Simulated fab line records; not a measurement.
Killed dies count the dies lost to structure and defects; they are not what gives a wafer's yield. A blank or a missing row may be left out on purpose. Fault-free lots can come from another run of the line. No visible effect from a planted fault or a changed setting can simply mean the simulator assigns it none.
Which tool was responsible?    flow berkeley_cmos170    13 lots with 39 wafers sampled at 6 steps, on a route of 331 steps

## WHAT THE GAUGES READ, wafer by wafer
UCB170_M2_RS_MEAS_02: measurement is done with a four-point probe.
lot   measured      on             M2_AL_RS (ohm/sq)
L817  day 8 12:49   film_metro-03  0.0328 0.0322 0.0329
L816  day 8 14:01   film_metro-03  0.0316 0.0321 0.0316
L820  day 9 00:50   film_metro-02  0.0323 0.0317 0.0322
L819  day 9 05:45   film_metro-04  0.0316 0.0329 0.0322
L821  day 9 01:25   film_metro-02  0.0313 0.0315 0.0313
L818  day 9 02:52   film_metro-03  0.0324 0.0328 0.0326
L825  day 10 03:02  film_metro-03  0.0486 0.0483 0.0478
L827  day 10 05:05  film_metro-03  0.0503 0.0474 0.0493
L833  day 11 14:47  film_metro-03  0.0325 0.0324 0.0331
L832  day 11 17:17  film_metro-02  0.0326 0.0323 0.0318
L835  day 12 01:07  film_metro-03  0.0322 0.0320 0.0325
L837  day 13 02:17  film_metro-02  0.0322 0.0327 0.0325
L839  day 13 07:02  film_metro-03  0.0330 0.0320 0.0322

UCB170_M2_THK_MEAS_03: measures by xrf.
lot   measured      on             M2_AL_THK (nm)
L817  day 8 12:55   film_metro-03  896 916 893
L816  day 8 14:08   film_metro-03  927 911 925
L820  day 9 00:58   film_metro-02  912 932 913
L819  day 9 05:52   film_metro-04  929 887 909
L821  day 9 01:31   film_metro-02  941 935 941
L818  day 9 02:59   film_metro-03  907 889 893
L825  day 10 03:10  film_metro-03  610 614 620
L827  day 10 05:12  film_metro-03  590 626 599
L833  day 11 14:53  film_metro-03  897 899 883
L832  day 11 17:24  film_metro-02  904 914 930
L835  day 12 01:14  film_metro-03  915 922 903
L837  day 13 02:24  film_metro-02  907 899 908
L839  day 13 07:10  film_metro-03  889 916 911

UCB170_M2_CD_MEAS_15 targets a cd of 700 nm.
lot   measured      on         cd_nm (nm)
L817  day 8 14:54   cd_sem-02  701.1 699.3 698.8
L816  day 8 16:05   cd_sem-01  698.9 699.4 699.9
L820  day 9 04:15   cd_sem-02  702.0 701.3 702.0
L819  day 9 07:55   cd_sem-02  699.2 699.6 699.9
L821  day 9 04:32   cd_sem-01  698.8 700.6 699.3
L818  day 9 05:11   cd_sem-02  698.4 697.8 698.2
L825  day 10 05:04  cd_sem-02  700.4 699.3 698.7
L827  day 10 08:01  cd_sem-02  699.3 700.1 699.2
L833  day 11 16:52  cd_sem-01  699.9 699.0 699.6
L832  day 11 20:05  cd_sem-01  701.2 701.4 699.8
L835  day 12 02:59  cd_sem-02  698.6 699.7 698.1
L837  day 13 04:11  cd_sem-02  699.8 699.2 699.2
L839  day 13 10:43  cd_sem-02  699.8 699.2 700.2

## WHAT TOOL EACH LOT RAN ON (gives the tool, then ch and the chambers of the sampled wafers, and finally the start)
lot   UCB170_NLDD_STRIP_10                  UCB170_BACKSIDE_STRIP_03              UCB170_M2_SPUTTER_01
L817  plasma_asher-04 ch 0,1, day 7 09:11   plasma_asher-04 ch 0,1, day 7 23:25   pvd_sputter-03, day 8 12:41
L816  plasma_asher-04 ch 0,1, day 7 09:37   plasma_asher-04 ch 0,1, day 7 23:50   pvd_sputter-04, day 8 13:55
L820  plasma_asher-03 ch 0,1, day 8 00:44   plasma_asher-01 ch 0,1, day 8 10:50   pvd_sputter-02, day 9 00:46
L819  plasma_asher-01 ch 0,1, day 8 02:03   plasma_asher-01 ch 0,1, day 8 11:20   pvd_sputter-02, day 9 05:40
L821  plasma_asher-03 ch 0,1, day 8 02:24   plasma_asher-04 ch 0,1, day 8 11:05   pvd_sputter-04, day 9 01:19
L818  plasma_asher-01 ch 0,1, day 8 02:38   plasma_asher-02 ch 0,1, day 8 11:14   pvd_sputter-03, day 9 02:47
L825  plasma_asher-01 ch 0,1, day 9 02:56   plasma_asher-04 ch 0,1, day 9 13:09   pvd_sputter-02, day 10 02:57
L827  plasma_asher-04 ch 0,1, day 9 03:56   plasma_asher-02 ch 0,1, day 9 13:51   pvd_sputter-02, day 10 04:56
L833  plasma_asher-04 ch 0,1, day 10 14:58  plasma_asher-02 ch 0,1, day 11 01:40  pvd_sputter-04, day 11 14:41
L832  plasma_asher-01 ch 0,1, day 10 15:21  plasma_asher-04 ch 0,1, day 11 01:55  pvd_sputter-03, day 11 17:11
L835  plasma_asher-03 ch 0,1, day 10 23:52  plasma_asher-01 ch 0,1, day 11 13:13  pvd_sputter-04, day 12 01:01
L837  plasma_asher-01 ch 0,1, day 11 22:55  plasma_asher-02 ch 1, day 12 11:32    pvd_sputter-03, day 13 02:11
L839  plasma_asher-01 ch 0,1, day 12 05:20  plasma_asher-04 ch 0,1, day 12 15:52  pvd_sputter-03, day 13 06:57
- UCB170_NLDD_STRIP_10: strips in O2.
- UCB170_BACKSIDE_STRIP_03: strips in O2.
- UCB170_M2_SPUTTER_01: material Al, target thk 900 nm, time 120 s.

## AS READ BY THE TOOLS THEMSELVES (means over the sampled wafers that have a number; for cases with no such wafer, the mark the record gives instead)
UCB170_NLDD_STRIP_10.
lot   tool             drypump_motor_current_A (A)  oes_product_au (a.u.)  strip_time_to_endpoint_s (s)
L817  plasma_asher-04  5.9                          0.738                  21.62
L816  plasma_asher-04  5.9                          0.731                  21.58
L820  plasma_asher-03  5.3                          0.736                  21.64
L819  plasma_asher-01  6.2                          0.737                  21.65
L821  plasma_asher-03  5.3                          0.734                  21.64
L818  plasma_asher-01  6.2                          0.736                  21.60
L825  plasma_asher-01  6.3                          0.732                  21.68
L827  plasma_asher-04  5.9                          0.735                  21.54
L833  plasma_asher-04  6.0                          0.737                  21.65
L832  plasma_asher-01  6.2                          0.736                  21.66
L835  plasma_asher-03  5.6                          0.737                  21.72
L837  plasma_asher-01  6.3                          0.735                  21.62
L839  plasma_asher-01  6.3                          0.732                  21.63

UCB170_BACKSIDE_STRIP_03.
lot   tool             drypump_motor_current_A (A)  oes_product_au (a.u.)  strip_time_to_endpoint_s (s)
L817  plasma_asher-04  5.9                          0.732                  21.85
L816  plasma_asher-04  5.9                          0.732                  21.92
L820  plasma_asher-01  6.3                          0.729                  21.89
L819  plasma_asher-01  6.3                          0.738                  21.87
L821  plasma_asher-04  5.8                          0.741                  21.89
L818  plasma_asher-02  5.3                          0.735                  21.84
L825  plasma_asher-04  5.9                          0.737                  21.90
L827  plasma_asher-02  5.0                          0.742                  21.99
L833  plasma_asher-02  5.0                          0.735                  22.00
L832  plasma_asher-04  5.8                          0.738                  21.98
L835  plasma_asher-01  6.2                          0.736                  22.02
L837  plasma_asher-02  4.8                          0.732                  21.87
L839  plasma_asher-04  6.0                          0.737                  21.98

UCB170_M2_SPUTTER_01.
lot   tool            cathode_dc_power_W (W)  throttle_valve_pct (%)
L817  pvd_sputter-03  6000.5                  29.7
L816  pvd_sputter-04  6000.1                  30.6
L820  pvd_sputter-02  5999.8                  29.8
L819  pvd_sputter-02  5999.9                  28.6
L821  pvd_sputter-04  5999.4                  31.4
L818  pvd_sputter-03  5999.6                  29.5
L825  pvd_sputter-02  6001.1                  29.0
L827  pvd_sputter-02  5998.8                  28.1
L833  pvd_sputter-04  5999.9                  30.9
L832  pvd_sputter-03  5999.8                  29.5
L835  pvd_sputter-04  5999.3                  29.8
L837  pvd_sputter-03  5999.3                  29.7
L839  pvd_sputter-03  5999.2                  28.8

## THE ANSWER, worked out from the rows above alone
Rule: the lots themselves supply what counts as usual. Put in order of their means at a reading, lots are off if they are a third of the lots or fewer, leave a main group of 4 or more, and stand apart from it by a gap of 3 or more times the standard deviation of the main group's means; of several such gaps the widest counts. A main group is skipped when, at the precision printed for the reading in the tables above, its means are all equal. A lot without any number at a reading at which 4 lots or more have one is off too. Where the step has rows for the other lots, those lots are counted as sound. The gauges are gone through in route order, then the tools' own readings, and for those a lot's mean is taken as printed above. At the first step where some lot is off, the reading lying furthest off is the one used; lots without a number count as furthest.
Off: L825, L827, at UCB170_M2_RS_MEAS_02 (M2_AL_RS). Mean 0.0322 ohm/sq and standard deviation 0.00038 in the main group.
If a tool, at a process step before that reading, ran all the lots that are off and no sound lot after the first of them, it fits. Gauges at UCB170_M2_RS_MEAS_02: tried the same way as those tools. One fits: pvd_sputter-02 at UCB170_M2_SPUTTER_01. A fault onset in the window from L819 (day 9 05:40, its last sound lot) to L825 (day 10 02:57, its first lot off) fits.

## WHAT HAD BEEN PUT IN BY THE SIMULATOR
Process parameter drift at UCB170_M2_SPUTTER_01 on pvd_sputter-02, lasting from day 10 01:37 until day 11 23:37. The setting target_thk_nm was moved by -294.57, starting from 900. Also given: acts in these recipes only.
Shown lots that were struck: L825, L827. The rule given above showed the same thing.
